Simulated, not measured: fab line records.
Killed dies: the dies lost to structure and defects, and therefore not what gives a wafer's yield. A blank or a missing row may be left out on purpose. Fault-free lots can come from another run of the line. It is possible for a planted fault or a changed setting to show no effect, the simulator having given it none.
fab line records	flow rit-cmos
record: lots: 15	wafers: 45	last-day: 7
route steps=202 shown FOX2@23 M1@202
lots that met no fault: taken from a fault-free run of the same line
start-h: hours from the record's opening day to when the first of the lot's shown wafers began	wait-h: how many hours have passed since the lot's step before this one	" the same as in the row above	L1.1+2: one row covering several wafers at once	- no value, or no start given	* or withheld: withheld	< > ~ a bound
route shown NAME@n: a module of which the file shows steps, and the number in the route of the first	usual: the fault-free wafers' mean and standard deviation	same: alike in all rows	chamber/n: place in a boat	sites: readings site by site	_std_site: standard deviation of those values	_edge_site: inner sites' mean taken away from outer sites' mean	radius-mm: for every site, how far away it sits from the centre of the wafer	mask NAME#n: copy n	behind: the most recent tool/chamber to have shaped the wafer	hold: why the lot was held/for how many hours/how that ended	device: the transistor (n, p or np) that didn't switch	end of line: the same wafers' tests at the end of the route	step lacking rows: just its recipe	killed: dies lost to structure and defects at the first sort, not the wafer's yield	map: the dies of a wafer, with x for killed, . for not killed, _ for no die there
set.NAME: the setting as run; set.NAME@STEP: as run at that earlier step	model.NAME: the simulator's own value behind a step, which no gauge read
a sample of lots followed through the steps of the route, with each step as a table and each wafer as a row
services: a tool's chamber out of use, with start hour (start-h, from the record's first day; less than 0 if before it), hours out, and reason
== steps ==
step: RIT_FOX2_OXIDATION_00
recipe: temp-c: 1100	ambient: H2O	target-thk-a: 3507	p-h2o-torr: 720	ox-time-s: 1130
usual: tube_center_temp_C_max: 1102.9/0.48
same: ox-time-s: 1130
lot.wafer	tool	chamber	start-h	wait-h	tube_center_temp_C_max
L344.1	furnace-02	0	17.18	0.0	1103.7
L344.2	"	0	"	"	1102.2
L344.5	"	0	"	"	1102.6
L345.2	furnace-02	0	22.42	0.0	1102.5
L345.5	"	0	"	"	1103.6
L345.6	"	0	"	"	1102.9
L346.1	furnace-04	0	28.73	0.2	1102.1
L346.4	"	0	"	"	1102.3
L346.5	"	0	"	"	1103.3
L347.1	furnace-02	0	32.42	0.0	1103.8
L347.5	"	0	"	"	1101.9
L347.6	"	0	"	"	1102.7
L348.2	furnace-02	0	37.30	0.0	1103.1
L348.5	"	0	"	"	1103.3
L348.6	"	0	"	"	1102.4
L349.1	furnace-02	0	42.19	0.0	1102.9
L349.2	"	0	"	"	1103.2
L349.4	"	0	"	"	1103.2
L352.2	furnace-02	0	57.38	0.0	1103.0
L352.5	"	0	"	"	1102.9
L352.6	"	0	"	"	1102.5
L353.1	furnace-02	0	62.15	0.0	1102.7
L353.2	"	0	"	"	1102.6
L353.4	"	0	"	"	1102.5
L356.1	furnace-02	0	78.26	0.0	1103.0
L356.2	"	0	"	"	1102.5
L356.4	"	0	"	"	1103.1
L357.2	furnace-01	0	82.72	0.0	1103.3
L357.3	"	0	"	"	1102.8
L357.5	"	0	"	"	1103.3
L357.2	furnace-02	0	84.63	0.6	1103.0
L357.3	"	0	"	"	1103.7
L357.5	"	0	"	"	1102.4
L358.2	furnace-02	0	87.61	0.0	1103.5
L358.3	"	0	"	"	1103.7
L358.4	"	0	"	"	1102.8
L358.2	furnace-02	0	90.00	1.1	1102.6
L358.3	"	0	"	"	1102.5
L358.4	"	0	"	"	1102.7
L360.1	furnace-02	0	101.30	2.5	1102.9
L360.2	"	0	"	"	1103.1
L360.5	"	0	"	"	1103.2
L360.1	furnace-02	0	104.55	1.9	1102.2
L360.2	"	0	"	"	1103.1
L360.5	"	0	"	"	1102.8
L364.1	furnace-04	0	119.03	0.0	1102.8
L364.2	"	0	"	"	1103.6
L364.3	"	0	"	"	1103.0
L365.4	furnace-04	0	123.54	0.0	1102.6
L365.5	"	0	"	"	1102.7
L365.6	"	0	"	"	1103.2
L366.2	furnace-04	0	127.27	0.0	1103.5
L366.3	"	0	"	"	1102.1
L366.4	"	0	"	"	1103.3
step: RIT_FOX2_THK_MEAS_01
recipe: reads: SiO2_of_FOX2_OXIDATION_00
usual: FOX2_OXIDE_THK: 358/6.3
lot.wafer	tool	chamber	start-h	wait-h	FOX2_OXIDE_THK[nm]
L344.1	film-metro-01	-	18.49	0.0	358
L344.2	"	-	"	"	352
L344.5	"	-	"	"	358
L345.2	film-metro-01	-	23.74	0.0	357
L345.5	"	-	"	"	358
L345.6	"	-	"	"	355
L346.1	film-metro-01	-	30.04	0.0	363
L346.4	"	-	"	"	362
L346.5	"	-	"	"	361
L347.1	film-metro-04	-	33.73	0.0	359
L347.5	"	-	"	"	358
L347.6	"	-	"	"	359
L348.2	film-metro-01	-	38.62	0.0	356
L348.5	"	-	"	"	357
L348.6	"	-	"	"	364
L349.1	film-metro-02	-	43.50	0.0	356
L349.2	"	-	"	"	357
L349.4	"	-	"	"	356
L352.2	film-metro-04	-	58.71	0.0	371
L352.5	"	-	"	"	361
L352.6	"	-	"	"	359
L353.1	film-metro-01	-	63.46	0.0	370
L353.2	"	-	"	"	371
L353.4	"	-	"	"	375
L356.1	film-metro-01	-	79.57	0.0	368
L356.2	"	-	"	"	368
L356.4	"	-	"	"	360
L357.2	film-metro-01	-	85.95	0.0	543
L357.3	"	-	"	"	536
L357.5	"	-	"	"	547
L358.2	film-metro-04	-	91.36	0.0	546
L358.3	"	-	"	"	545
L358.4	"	-	"	"	538
L360.1	film-metro-01	-	105.93	0.1	530
L360.2	"	-	"	"	523
L360.5	"	-	"	"	524
L364.1	film-metro-04	-	120.35	0.0	352
L364.2	"	-	"	"	354
L364.3	"	-	"	"	354
L365.4	film-metro-02	-	124.89	0.0	348
L365.5	"	-	"	"	350
L365.6	"	-	"	"	349
L366.2	film-metro-02	-	128.60	0.0	355
L366.3	"	-	"	"	352
L366.4	"	-	"	"	352
step: RIT_FOX2_THK_MEAS_90
recipe: reads: SiO2_of_FOX2_OXIDATION_00
usual: FIELD_OXIDE_LEFT_1_THK: 331/6.4
lot.wafer	tool	chamber	start-h	wait-h	FIELD_OXIDE_LEFT_1_THK[nm]
L344.1	film-metro-04	-	19.38	0.0	331
L344.2	"	-	"	"	324
L344.5	"	-	"	"	331
L345.2	film-metro-01	-	25.39	0.0	331
L345.5	"	-	"	"	331
L345.6	"	-	"	"	327
L346.1	film-metro-01	-	31.68	0.0	336
L346.4	"	-	"	"	335
L346.5	"	-	"	"	334
L347.1	film-metro-01	-	35.37	0.0	332
L347.5	"	-	"	"	331
L347.6	"	-	"	"	332
L348.2	film-metro-01	-	39.56	0.0	328
L348.5	"	-	"	"	330
L348.6	"	-	"	"	336
L349.1	film-metro-04	-	44.38	0.0	328
L349.2	"	-	"	"	329
L349.4	"	-	"	"	328
L352.2	film-metro-02	-	59.59	0.0	343
L352.5	"	-	"	"	333
L352.6	"	-	"	"	331
L353.1	film-metro-04	-	65.24	0.0	342
L353.2	"	-	"	"	344
L353.4	"	-	"	"	348
L356.1	film-metro-01	-	81.35	0.0	341
L356.2	"	-	"	"	341
L356.4	"	-	"	"	334
L357.2	film-metro-04	-	87.84	0.1	516
L357.3	"	-	"	"	509
L357.5	"	-	"	"	520
L358.2	film-metro-04	-	92.24	0.0	519
L358.3	"	-	"	"	518
L358.4	"	-	"	"	512
L360.1	film-metro-04	-	107.01	0.0	503
L360.2	"	-	"	"	497
L360.5	"	-	"	"	497
L364.1	film-metro-01	-	121.98	0.0	325
L364.2	"	-	"	"	327
L364.3	"	-	"	"	327
L365.4	film-metro-04	-	125.77	0.0	320
L365.5	"	-	"	"	322
L365.6	"	-	"	"	321
L366.2	film-metro-04	-	129.54	0.0	327
L366.3	"	-	"	"	325
L366.4	"	-	"	"	324
step: RIT_FOX2_THK_MEAS_91
recipe: reads: SiO2_of_FOX2_OXIDATION_00
usual: FIELD_OXIDE_LEFT_2_THK: 263/6.2
lot.wafer	tool	chamber	start-h	wait-h	FIELD_OXIDE_LEFT_2_THK[nm]
L344.1	film-metro-02	-	32.26	0.0	263
L344.2	"	-	"	"	257
L344.5	"	-	"	"	264
L345.2	film-metro-01	-	37.87	0.0	262
L345.5	"	-	"	"	262
L345.6	"	-	"	"	259
L346.1	film-metro-01	-	44.15	0.0	269
L346.4	"	-	"	"	268
L346.5	"	-	"	"	267
L347.1	film-metro-01	-	48.14	0.0	264
L347.5	"	-	"	"	263
L347.6	"	-	"	"	264
L348.2	film-metro-04	-	52.22	0.0	259
L348.5	"	-	"	"	260
L348.6	"	-	"	"	267
L349.1	film-metro-02	-	57.20	0.0	261
L349.2	"	-	"	"	262
L349.4	"	-	"	"	261
L352.2	film-metro-01	-	74.29	0.0	275
L352.5	"	-	"	"	266
L352.6	"	-	"	"	264
L353.1	film-metro-01	-	77.62	0.0	274
L353.2	"	-	"	"	274
L353.4	"	-	"	"	280
L356.1	film-metro-01	-	93.54	0.0	273
L356.2	"	-	"	"	272
L356.4	"	-	"	"	265
L357.2	film-metro-01	-	101.28	0.0	448
L357.3	"	-	"	"	441
L357.5	"	-	"	"	452
L358.2	film-metro-02	-	106.85	0.1	451
L358.3	"	-	"	"	450
L358.4	"	-	"	"	444
L360.1	film-metro-02	-	120.59	0.1	435
L360.2	"	-	"	"	429
L360.5	"	-	"	"	429
L364.1	film-metro-01	-	134.82	0.0	257
L364.2	"	-	"	"	259
L364.3	"	-	"	"	258
L365.4	film-metro-04	-	138.68	0.0	253
L365.5	"	-	"	"	254
L365.6	"	-	"	"	253
L366.2	film-metro-01	-	142.21	0.0	260
L366.3	"	-	"	"	257
L366.4	"	-	"	"	257
step: RIT_M1_PROBE_99
usual: killed_at_M0_to_M3: 0.1/0.34	killed-at-contacts: 0.1/0.26	killed-at-front-end: 7/3.1	killed-dies: 7/3.1	killed-on-rim: 1.9/1.5	killed-open: 3.5/1.9	killed-short: 3.4/2.1
same: gross-dies: 264	killed_at_M4_up: 0	killed-at-back-side: 0	killed-at-other: 0
lot.wafer	tool	chamber	start-h	wait-h	killed_at_M0_to_M3	killed-at-contacts	killed-at-front-end	killed-dies	killed-on-rim	killed-open	killed-short
L348.2	prober-02	-	78.01	0.1	0	0	4	4	2	2	2
L348.5	prober-02	-	78.16	0.2	0	0	7	7	1	6	1
L348.6	prober-02	-	78.21	0.2	0	0	7	7	0	5	2
L352.2	prober-02	-	100.40	0.1	0	0	16	16	5	8	8
L352.5	prober-02	-	100.55	0.2	0	0	10	10	2	5	5
L352.6	prober-02	-	100.60	0.2	0	0	12	12	2	4	8
L357.5	prober-01	-	128.30	0.2	0	0	7	7	0	2	5
L358.2	prober-02	-	137.54	0.1	0	0	8	8	3	2	6
L358.3	prober-02	-	137.59	0.2	0	0	9	9	2	4	5
L358.4	prober-02	-	137.64	0.2	0	0	5	5	3	1	4
L360.1	prober-02	-	148.64	0.1	0	0	6	6	2	3	3
L360.2	prober-02	-	148.69	0.1	0	0	3	3	1	1	2
L360.5	prober-02	-	148.84	0.2	0	0	17	17	5	7	10
L364.1	prober-02	-	162.20	0.1	0	0	9	9	2	6	3
L364.2	prober-02	-	162.25	0.1	0	2	6	8	5	4	4
L364.3	prober-02	-	162.30	0.2	0	0	10	10	3	6	4
L365.4	prober-01	-	164.91	0.2	0	0	2	2	0	1	1
L365.5	prober-01	-	164.96	0.2	0	0	10	10	2	7	3
L365.6	prober-01	-	165.01	0.2	0	0	5	5	1	2	3
killed by level:class
L348.2 GATE:geometric-particle:open=2 GATE:geometric-particle:short=1 SPACER:geometric-particle:short=1
L348.5 FOX2:geometric-particle:open=2 FOX1:geometric-particle:open=1 GATE:geometric-particle:short=1 REOX:geometric-particle:open=1 SPACER:geometric-particle:open=1 SILICIDE:geometric-particle:open=1
L348.6 FOX2:geometric-particle:open=2 FOX1:geometric-particle:short=1 FOX1:geometric-particle:open=1 FOX2:geometric-particle:short=1 SILICIDE:geometric-particle:open=1 STARTING-WAFER:geometric-particle:open=1
L352.2 GATE:geometric-particle:short=6 GATE:geometric-particle:open=5 SILICIDE:geometric-particle:open=2 FOX2:geometric-particle:short=1 REOX:geometric-particle:open=1 REOX:geometric-particle:short=1
L352.5 GATE:geometric-particle:open=3 GATE:geometric-particle:short=3 REOX:geometric-particle:open=2 SPACER:geometric-particle:short=1 SILICIDE:geometric-particle:short=1
L352.6 FOX1:geometric-particle:short=2 SILICIDE:geometric-particle:short=2 GATE:geometric-particle:short=2 GATE:geometric-particle:open=2 REOX:geometric-particle:open=2 SPACER:geometric-particle:short=2
L357.5 FOX1:geometric-particle:short=2 FOX1:geometric-particle:open=1 FOX2:geometric-particle:short=1 GATE:geometric-particle:open=1 SPACER:geometric-particle:short=1 SILICIDE:geometric-particle:short=1
L358.2 SPACER:geometric-particle:short=2 FOX1:geometric-particle:short=1 FOX2:geometric-particle:short=1 GATE:geometric-particle:short=1 SPACER:geometric-particle:open=1 SILICIDE:geometric-particle:short=1 SILICIDE:geometric-particle:open=1
L358.3 GATE:geometric-particle:open=2 SILICIDE:geometric-particle:short=2 FOX1:geometric-particle:short=1 FOX2:geometric-particle:open=1 GATE:geometric-particle:short=1 SPACER:geometric-particle:short=1 SILICIDE:geometric-particle:open=1
L358.4 FOX1:geometric-particle:short=1 FOX2:geometric-particle:short=1 GATE:geometric-particle:short=1 GATE:geometric-particle:open=1 SPACER:geometric-particle:short=1
L360.1 GATE:geometric-particle:short=2 GATE:geometric-particle:open=1 REOX:geometric-particle:short=1 REOX:geometric-particle:open=1 SPACER:geometric-particle:open=1
L360.2 FOX1:geometric-particle:open=1 FOX2:geometric-particle:short=1 GATE:geometric-particle:short=1
L360.5 GATE:geometric-particle:short=5 GATE:geometric-particle:open=4 SILICIDE:geometric-particle:short=3 FOX2:geometric-particle:open=1 FOX2:geometric-particle:short=1 REOX:geometric-particle:short=1 REOX:geometric-particle:open=1 SILICIDE:geometric-particle:open=1
L364.1 GATE:geometric-particle:open=3 SPACER:geometric-particle:open=2 FOX1:geometric-particle:short=1 FOX2:geometric-particle:open=1 GATE:geometric-particle:short=1 REOX:geometric-particle:short=1
L364.2 GATE:geometric-particle:open=3 FOX1:geometric-particle:short=1 GATE:geometric-particle:short=1 SILICIDE:geometric-particle:short=1 CONTACT:geometric-particle:short=1 CONTACT:geometric-particle:open=1
L364.3 GATE:geometric-particle:short=4 FOX1:geometric-particle:open=2 GATE:geometric-particle:open=2 REOX:geometric-particle:open=1 SPACER:geometric-particle:open=1
L365.4 GATE:geometric-particle:short=1 GATE:geometric-particle:open=1
L365.5 REOX:geometric-particle:open=3 GATE:geometric-particle:open=2 FOX1:geometric-particle:open=1 FOX2:geometric-particle:short=1 SPACER:geometric-particle:open=1 SPACER:geometric-particle:short=1 SILICIDE:geometric-particle:short=1
L365.6 FOX1:geometric-particle:short=1 GATE:geometric-particle:open=1 REOX:geometric-particle:short=1 SPACER:geometric-particle:open=1 SILICIDE:geometric-particle:short=1
== services ==
tool	chamber	start-h	hours	kind
furnace-01	-	28.25	3.7	pm
furnace-04	-	44.29	2.8	pm
furnace-04	-	88.98	29.7	pm
== key ==
first-sign: step: RIT_FOX2_OXIDATION_00	reading: visit	direction: added
effect: step: RIT_FOX2_THK_MEAS_01	reading: FOX2_OXIDE_THK	direction: up	sigmas: 28	usual: 358	struck: 537
effect: step: RIT_FOX2_THK_MEAS_90	reading: FIELD_OXIDE_LEFT_1_THK	direction: up	sigmas: 28	usual: 331	struck: 510
effect: step: RIT_FOX2_THK_MEAS_91	reading: FIELD_OXIDE_LEFT_2_THK	direction: up	sigmas: 29	usual: 263	struck: 442
met-at RIT_FOX2_OXIDATION_00
struck-lots L357,L358,L360
tester-left-out L357,L358,L360
fault: kind: repeated-step-whole	tool: furnace-01,furnace-02,furnace-04	chamber: -	onset-h: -	steps: RIT_FOX2_OXIDATION_00	times: 1	scope: struck-lots-only
tester-left-out: of these lots the tester's yield and bins aren't shown, on N5 and GAA mostly nor the transistor test; their killed dies are dies lost to structure and defects alone, not to doping, threshold or leakage, so they don't give the yield
